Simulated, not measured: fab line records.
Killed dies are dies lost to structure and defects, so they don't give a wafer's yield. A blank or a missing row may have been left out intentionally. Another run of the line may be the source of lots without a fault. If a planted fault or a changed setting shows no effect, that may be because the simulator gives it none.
Comparing a struck lot with a sound one + flow berkeley cmos170 + 14 steps out of a route of 331
Sound: wafers L106.1, L106.4, L106.6. Struck: wafers L112.3, L112.4, L112.6. Last of all comes the cause.
For every step that has rows: the tool of each side, followed by ch and its chambers, followed by its first start. Under that, the readings that differ: sound wafers + struck wafers + difference of the means + sigmas: that difference in standard deviations of wafers without a fault.
alike: a reading whose means differ by less than 2 such deviations, as well as words and numbers matching on both sides. not compared: withheld readings; readings where some wafer has no value; bounds like >300 that might hide an equal value; numbers whose values overlap and for which the record gives no deviation.
Wherever a step has rows on one side only, a row that says differs or no value, or a row with sigmas, the two part there. Numbers that don't overlap but have no deviation are shown without sigmas and don't part them. Lack of a reading on every wafer of one side parts them only where that side has two or more wafers.

first, 3 steps without rows for these wafers: UCB170_ACTIVE_EXPOSE_10 (exposes mask ACTIVE, target cd 1200 nm); UCB170_ACTIVE_PEB_11; UCB170_ACTIVE_DEVELOP_12 (develop time 45 s).
UCB170_ACTIVE_CD_MEAS_13: target cd 1200 nm.
  struck on cd sem-02, day 7 02:07; sound on cd sem-01, day 5 09:22
  alike: cd nm
UCB170_ACTIVE_OVL_MEAS_14:
  struck on overlay-01, day 7 02:13; sound on overlay-01, day 5 09:29
  alike: ACTIVE_OVL
UCB170_ACTIVE_ETCH_15: etches Si3N4 in CH3F/Ar/O2, stops on SiO2, target depth 242 nm, time 151 s.
  sound on rie diel-01 ch 0,2, day 5 09:31; struck on rie diel-04 ch 1,2,3, day 7 02:14
  alike: CH3F_flow_sccm, drypump motor current A, oes product au, throttle valve pct
  not compared: rf hours counter h
UCB170_ACTIVE_STRIP_16: strips in O2.
  sound on plasma asher-01 ch 1, day 5 09:37; struck on plasma asher-01 ch 0,1, day 7 02:22
  alike: drypump motor current A, oes product au, strip time to endpoint s
  not compared: rf hours counter h
UCB170_ACTIVE_CD_MEAS_90: target cd 1200 nm.
  struck on cd sem-01, day 7 02:29; sound on cd sem-01, day 5 09:43
  alike: cd nm
then, 4 steps without rows for these wafers: UCB170_ACTIVE_CLEAN_17 (cleans in SPM, time 600 s); UCB170_PFIELD_HMDS_00 (prime time 60 s); UCB170_PFIELD_COAT_01 (resist thk 900 nm); UCB170_PFIELD_SOFTBAKE_02 (time 60 s).
UCB170_PFIELD_EXPOSE_03: exposes mask PFIELD, target cd 1500 nm.
  struck on krf scanner-01, day 7 04:31; sound on krf scanner-02 ch 0, day 5 10:51
  no value came back on the struck wafers for exposure dose mJ cm2, focus offset nm (nm), sigma outer; on the sound wafers exposure dose mJ cm2 reads 30.022 30.029 30.028
  alike: mask
after that, 1 step had no rows for these wafers: UCB170_PFIELD_PEB_04.

== WHERE THEY PART ==
Only at UCB170_PFIELD_EXPOSE_03, within this record.

WHY: whatever the simulator had introduced
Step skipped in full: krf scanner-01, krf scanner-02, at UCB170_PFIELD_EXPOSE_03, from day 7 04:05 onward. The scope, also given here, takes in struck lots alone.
